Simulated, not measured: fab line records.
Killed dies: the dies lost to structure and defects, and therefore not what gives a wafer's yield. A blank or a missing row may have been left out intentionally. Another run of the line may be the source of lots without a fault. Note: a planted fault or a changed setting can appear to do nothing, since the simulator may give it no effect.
Check of tool commonality || flow rit cmos || Sampled: 14 lots, 42 wafers

== WHY THIS WAS OPENED ==
RIT_NRETRO_TW_MEAS_10, reading NRETRO_TW: flagged on 2 of 14 lots. No-fault wafers: 1050, standard deviation 4.
Rule: a lot is flagged in two cases, either no wafer of it has a number, or all its wafers with numbers fall more than 4 standard deviations from that mean. All remaining lots are regarded as sound.

{"lot": "L800", "measured": "day 2 06:38", "on": "film metro-01", "NRETRO_TW, wafer by wafer": "1056 1051 1056", "flag": ""}
{"lot": "L802", "measured": "day 2 16:22", "on": "film metro-02", "NRETRO_TW, wafer by wafer": "1045 1048 1044", "flag": ""}
{"lot": "L803", "measured": "day 2 21:31", "on": "film metro-04", "NRETRO_TW, wafer by wafer": "1048 1046 1050", "flag": ""}
{"lot": "L805", "measured": "day 3 06:44", "on": "film metro-04", "NRETRO_TW, wafer by wafer": "1047 1048 1047", "flag": ""}
{"lot": "L807", "measured": "day 3 17:10", "on": "film metro-01", "NRETRO_TW, wafer by wafer": "1045 1040 1042", "flag": ""}
{"lot": "L808", "measured": "day 3 23:14", "on": "film metro-01", "NRETRO_TW, wafer by wafer": "1049 1051 1047", "flag": ""}
{"lot": "L809", "measured": "day 4 05:42", "on": "film metro-02", "NRETRO_TW, wafer by wafer": "1047 1049 1053", "flag": ""}
{"lot": "L810", "measured": "day 4 08:22", "on": "film metro-04", "NRETRO_TW, wafer by wafer": "1056 1055 1051", "flag": ""}
{"lot": "L811", "measured": "day 4 12:56", "on": "film metro-04", "NRETRO_TW, wafer by wafer": "1056 1048 1054", "flag": ""}
{"lot": "L816", "measured": "day 5 16:41", "on": "film metro-02", "NRETRO_TW, wafer by wafer": "1045 1048 1047", "flag": ""}
{"lot": "L818", "measured": "day 6 05:35", "on": "film metro-02", "NRETRO_TW, wafer by wafer": "1045 1045 1051", "flag": ""}
{"lot": "L820", "measured": "day 6 12:04", "on": "film metro-01", "NRETRO_TW, wafer by wafer": "1055 1055 1052", "flag": ""}
{"lot": "L821", "measured": "day 6 22:23", "on": "film metro-01", "NRETRO_TW, wafer by wafer": "1159 1161 1158", "flag": "FLAGGED"}
{"lot": "L822", "measured": "day 7 03:20", "on": "film metro-02", "NRETRO_TW, wafer by wafer": "1165 1163 1159", "flag": "FLAGGED"}
Average over the flagged lots: 1161; offset from the usual +111, equal to +28 standard deviations.

== WHICH TOOL EACH LOT WENT THROUGH ==
The record keeps 1 process step preceding the reading, out of 202 steps on the route. Cell contents, in order: the tool; ch with the chambers the sampled wafers went through; the start.
{"lot": "L800", "flag": "", "RIT_NRETRO_IMPLANT_08": "implanter-03 ch 0, day 2 06:19"}
{"lot": "L802", "flag": "", "RIT_NRETRO_IMPLANT_08": "implanter-01 ch 0, day 2 16:02"}
{"lot": "L803", "flag": "", "RIT_NRETRO_IMPLANT_08": "implanter-01 ch 0, day 2 21:12"}
{"lot": "L805", "flag": "", "RIT_NRETRO_IMPLANT_08": "implanter-02 ch 0, day 3 06:25"}
{"lot": "L807", "flag": "", "RIT_NRETRO_IMPLANT_08": "implanter-02 ch 0, day 3 16:51"}
{"lot": "L808", "flag": "", "RIT_NRETRO_IMPLANT_08": "implanter-02 ch 0, day 3 22:55"}
{"lot": "L809", "flag": "", "RIT_NRETRO_IMPLANT_08": "implanter-03 ch 0, day 4 05:23"}
{"lot": "L810", "flag": "", "RIT_NRETRO_IMPLANT_08": "implanter-02 ch 0, day 4 08:02"}
{"lot": "L811", "flag": "", "RIT_NRETRO_IMPLANT_08": "implanter-01 ch 0, day 4 12:37"}
{"lot": "L816", "flag": "", "RIT_NRETRO_IMPLANT_08": "implanter-03 ch 0, day 5 16:22"}
{"lot": "L818", "flag": "", "RIT_NRETRO_IMPLANT_08": "implanter-01 ch 0, day 6 05:16"}
{"lot": "L820", "flag": "", "RIT_NRETRO_IMPLANT_08": "implanter-02 ch 0, day 6 11:45"}
{"lot": "L821", "flag": "FLAGGED", "RIT_NRETRO_IMPLANT_08": "implanter-01 ch 0, day 6 22:03"}
{"lot": "L822", "flag": "FLAGGED", "RIT_NRETRO_IMPLANT_08": "implanter-01 ch 0, day 7 03:01"}
What the steps here do:
- RIT_NRETRO_IMPLANT_08
- RIT_NRETRO_TW_MEAS_10

== FLAGGED AGAINST TOTAL, ONE TOOL AT A TIME (gauges that did the reading follow at the end) ==
{"step": "RIT_NRETRO_IMPLANT_08", "tool": "implanter-01", "lots run": 6, "flagged": 2, "share of the flagged lots": "all", "sound lots run after its first flagged lot": 0}
{"step": "RIT_NRETRO_IMPLANT_08", "tool": "implanter-02", "lots run": 5, "flagged": 0, "share of the flagged lots": "none", "sound lots run after its first flagged lot": "-"}
{"step": "RIT_NRETRO_IMPLANT_08", "tool": "implanter-03", "lots run": 3, "flagged": 0, "share of the flagged lots": "none", "sound lots run after its first flagged lot": "-"}
{"step": "RIT_NRETRO_TW_MEAS_10", "tool": "film metro-01", "lots run": 5, "flagged": 1, "share of the flagged lots": "some", "sound lots run after its first flagged lot": 0}
{"step": "RIT_NRETRO_TW_MEAS_10", "tool": "film metro-02", "lots run": 5, "flagged": 1, "share of the flagged lots": "some", "sound lots run after its first flagged lot": 0}
{"step": "RIT_NRETRO_TW_MEAS_10", "tool": "film metro-04", "lots run": 4, "flagged": 0, "share of the flagged lots": "none", "sound lots run after its first flagged lot": "-"}

== WHAT THE TABLE ALLOWS ==
All flagged lots share 1 row of the table, namely implanter-01 at RIT_NRETRO_IMPLANT_08.
- implanter-01 at RIT_NRETRO_IMPLANT_08: 2 of its 6 lots flagged. A fault beginning between L818 (day 6 05:16), its last sound lot, and L821 (day 6 22:03), its first flagged one, fits the data. Its own readings lie more than 4 standard deviations out on every wafer of the flagged lots: dose ions cm2, faraday current uA.
One tool is left: implanter-01 at RIT_NRETRO_IMPLANT_08.

== WHAT THE SIMULATOR PUT IN ==
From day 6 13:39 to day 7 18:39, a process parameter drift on implanter-01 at RIT_NRETRO_IMPLANT_08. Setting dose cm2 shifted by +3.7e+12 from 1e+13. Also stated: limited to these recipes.
Lots struck among those shown: L821, L822. This agrees with what the rule above found.
